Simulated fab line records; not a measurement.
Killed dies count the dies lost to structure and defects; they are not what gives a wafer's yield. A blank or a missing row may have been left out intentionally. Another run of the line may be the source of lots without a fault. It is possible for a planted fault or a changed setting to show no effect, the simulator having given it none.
Which tool is to blame? -- flow berkeley cmos170 -- Sampling: 15 lots, 45 wafers, 4 of 331 route steps

WHAT EACH GAUGE READ, for each wafer
UCB170_V1_CD_MEAS_90 targets a cd of 700 nm. Usual: cd nm 699.9 nm, standard deviation 1.6.
lot,measured,on,cd nm (nm),flag
L578,day 8 18:05,cd sem-01,700.0 701.1 699.4,
L582,day 9 06:50,cd sem-02,700.2 700.4 700.1,
L580,day 9 07:47,cd sem-02,699.2 699.7 699.4,
L586,day 9 16:36,cd sem-01,700.8 699.6 700.2,
L584,day 9 18:46,cd sem-01,700.2 701.8 700.8,
L585,day 9 19:17,cd sem-01,698.5 698.4 698.4,
L591,day 11 09:23,cd sem-01,698.9 698.9 697.3,
L596,day 12 09:55,cd sem-02,699.0 701.2 698.5,
L595,day 12 11:31,cd sem-02,697.2 697.2 694.1,
L594,day 12 11:06,cd sem-01,698.6 697.9 699.3,
L598,day 12 11:42,cd sem-01,699.3 698.7 699.8,
L597,day 12 11:11,cd sem-02,697.9 697.8 699.3,
L599,day 13 05:17,cd sem-01,699.1 701.2 699.7,
L600,day 13 05:50,cd sem-02,700.3 698.8 701.4,
L601,day 13 22:59,cd sem-01,700.3 700.7 700.9,

TOOL THAT RAN EACH LOT (tool first, then ch and the chambers of the sampled wafers, then the start)
lot,UCB170_BACKSIDE_STRIP_03,UCB170_M1_ETCH_11,UCB170_V1_CMP_02
L578,"plasma asher-02 ch 0,1, day 8 04:30","rie diel-03 ch 0,2, day 8 12:03","cmp-02 ch 2,3, day 8 14:44"
L582,"plasma asher-02 ch 0,1, day 8 18:01","rie diel-01 ch 2,3, day 9 02:35","cmp-02 ch 1,2,3, day 9 04:37"
L580,"plasma asher-02 ch 0,1, day 8 18:52","rie diel-01 ch 1,2,3, day 9 03:46","cmp-01 ch 0,1,3, day 9 05:54"
L586,"plasma asher-02 ch 0,1, day 9 04:34","rie diel-02 ch 0,3, day 9 11:56","cmp-01 ch 0,1,2, day 9 14:03"
L584,"plasma asher-02 ch 0,1, day 9 05:13","rie diel-01 ch 0,2,3, day 9 13:55","cmp-01 ch 0,3, day 9 16:34"
L585,"plasma asher-03 ch 1, day 9 05:24","rie diel-03 ch 1,2,3, day 9 14:14","cmp-02 ch 0,1,2, day 9 16:37"
L591,"plasma asher-04 ch 0,1, day 10 19:43","rie diel-03 ch 0,1,2, day 11 04:35","cmp-02 ch 0,1,3, day 11 06:32"
L596,"plasma asher-03 ch 0,1, day 11 17:05","rie diel-02 ch 0,1, day 12 02:22","cmp-01 ch 1,2,3, day 12 04:25"
L595,"plasma asher-02 ch 0,1, day 11 17:32","rie diel-03 ch 0,2, day 12 03:00","cmp-02 ch 0,2, day 12 05:39"
L594,"plasma asher-03 ch 0,1, day 11 17:32","rie diel-02 ch 1,2,3, day 12 03:16","cmp-01 ch 0,1,2, day 12 05:39"
L598,"plasma asher-04 ch 0,1, day 11 18:16","rie diel-03 ch 0,2, day 12 03:49","cmp-01 ch 0,1,3, day 12 07:08"
L597,"plasma asher-03 ch 0,1, day 11 18:22","rie diel-03 ch 0,2, day 12 03:32","cmp-02 ch 1,2,3, day 12 05:57"
L599,"plasma asher-02 ch 0,1, day 12 14:28","rie diel-01 ch 0,1,2, day 12 23:09","cmp-01 ch 0,1,2, day 13 01:14"
L600,"plasma asher-04 ch 0,1, day 12 15:14","rie diel-02 ch 1,2, day 12 23:32","cmp-02 ch 0,2, day 13 02:34"
L601,"plasma asher-02 ch 0,1, day 13 07:31","rie diel-02 ch 0,1,3, day 13 16:38","cmp-02 ch 1,3, day 13 19:34"
- UCB170_BACKSIDE_STRIP_03: strips in O2.
- UCB170_M1_ETCH_11: etches BARC in N2/H2.
- UCB170_V1_CMP_02: polishes SiO2.

WHAT THE TOOLS THEMSELVES READ (means of the sampled wafers that have a number; where no wafer has one, the mark that the record gives instead)
UCB170_BACKSIDE_STRIP_03. Usual: drypump motor current A 5.61 A, standard deviation 0.3; oes product au 0.734 a.u., standard deviation 0.0045; strip time to endpoint s 21.98 s, standard deviation 0.066.
lot,tool,drypump motor current A (A),oes product au (a.u.),strip time to endpoint s (s),flag
L578,plasma asher-02,5.54,0.731,21.99,
L582,plasma asher-02,5.57,0.735,22.00,
L580,plasma asher-02,5.57,0.714,23.13,OFF
L586,plasma asher-02,5.55,0.693,24.16,OFF
L584,plasma asher-02,5.56,0.693,24.19,OFF
L585,plasma asher-03,6.00,0.738,21.95,
L591,plasma asher-04,5.13,0.734,21.99,
L596,plasma asher-03,5.95,0.731,21.95,
L595,plasma asher-02,5.57,0.732,22.02,
L594,plasma asher-03,5.97,0.733,22.07,
L598,plasma asher-04,5.15,0.731,21.82,
L597,plasma asher-03,5.99,0.735,21.95,
L599,plasma asher-02,5.58,0.734,21.93,
L600,plasma asher-04,5.18,0.734,21.91,
L601,plasma asher-02,5.56,0.729,21.96,

UCB170_M1_ETCH_11. Usual: bias w 99.99 W, standard deviation 0.29; drypump motor current A 5.5 A, standard deviation 0.49; n2 flow sccm 99.99 sccm, standard deviation 0.29; oes product au 1.007 a.u., standard deviation 0.021; throttle valve pct 13.32 %, standard deviation 0.16.
lot,tool,bias w (W),drypump motor current A (A),n2 flow sccm (sccm),oes product au (a.u.),throttle valve pct (%),flag
L578,rie diel-03,100.34,5.4,100.07,1.013,13.19,
L582,rie diel-01,99.89,6.4,99.88,1.027,13.38,
L580,rie diel-01,100.04,6.0,99.95,1.030,13.49,
L586,rie diel-02,99.89,5.0,100.23,0.976,13.41,
L584,rie diel-01,99.61,6.0,100.11,1.012,13.33,
L585,rie diel-03,99.98,5.5,100.03,1.019,13.21,
L591,rie diel-03,99.75,5.3,100.06,1.006,13.17,
L596,rie diel-02,99.87,5.5,100.18,1.003,13.42,
L595,rie diel-03,100.04,5.3,99.86,1.007,13.18,
L594,rie diel-02,99.98,5.3,99.79,0.986,13.43,
L598,rie diel-03,99.87,5.4,100.07,1.002,13.19,
L597,rie diel-03,99.95,5.4,99.82,1.007,13.20,
L599,rie diel-01,99.84,5.6,99.80,0.999,13.45,
L600,rie diel-02,100.03,5.5,99.90,1.000,13.44,
L601,rie diel-02,99.91,5.2,99.78,0.997,13.42,

UCB170_V1_CMP_02. Usual: motor current A 15.8 A, standard deviation 1.1; platen rpm 60.00 rpm, standard deviation 0.039; slurry filter dp kPa 13.50 kPa, standard deviation 0.14.
lot,tool,motor current A (A),platen rpm (rpm),slurry filter dp kPa (kPa),flag
L578,cmp-02,15.7,59.98,13.36,
L582,cmp-02,15.2,60.01,13.52,
L580,cmp-01,15.9,60.02,13.48,
L586,cmp-01,16.0,59.97,13.54,
L584,cmp-01,14.8,60.02,13.47,
L585,cmp-02,16.2,59.98,13.45,
L591,cmp-02,15.4,60.02,13.50,
L596,cmp-01,16.7,60.01,13.52,
L595,cmp-02,16.2,59.99,13.51,
L594,cmp-01,16.4,60.02,13.46,
L598,cmp-01,15.8,60.01,13.51,
L597,cmp-02,15.1,60.00,13.62,
L599,cmp-01,16.3,59.96,13.35,
L600,cmp-02,16.5,60.01,13.56,
L601,cmp-02,14.8,59.98,13.25,

THE ANSWER, worked out from the rows above alone
Rule: lot off if the mean of its wafers having a number is beyond 3 standard deviations from the usual mean. Also off: a lot with no number at a reading for which 4 or more lots have one. All remaining lots with rows at the step are treated as sound. First the gauges in route order, then the tools' own readings, where a lot's mean is used as printed above. The first step at which some lot is off is used, and at that step the reading that is off furthest; a lot without a number counts as furthest.
Off: L580, L586, L584 (UCB170_BACKSIDE_STRIP_03, strip time to endpoint s).
If a tool, at that step or one of the process steps before it, ran each lot that is off and ran no sound lot following the first of them, it fits. Of those tried, none fits.

WHAT THE SIMULATOR PUT IN
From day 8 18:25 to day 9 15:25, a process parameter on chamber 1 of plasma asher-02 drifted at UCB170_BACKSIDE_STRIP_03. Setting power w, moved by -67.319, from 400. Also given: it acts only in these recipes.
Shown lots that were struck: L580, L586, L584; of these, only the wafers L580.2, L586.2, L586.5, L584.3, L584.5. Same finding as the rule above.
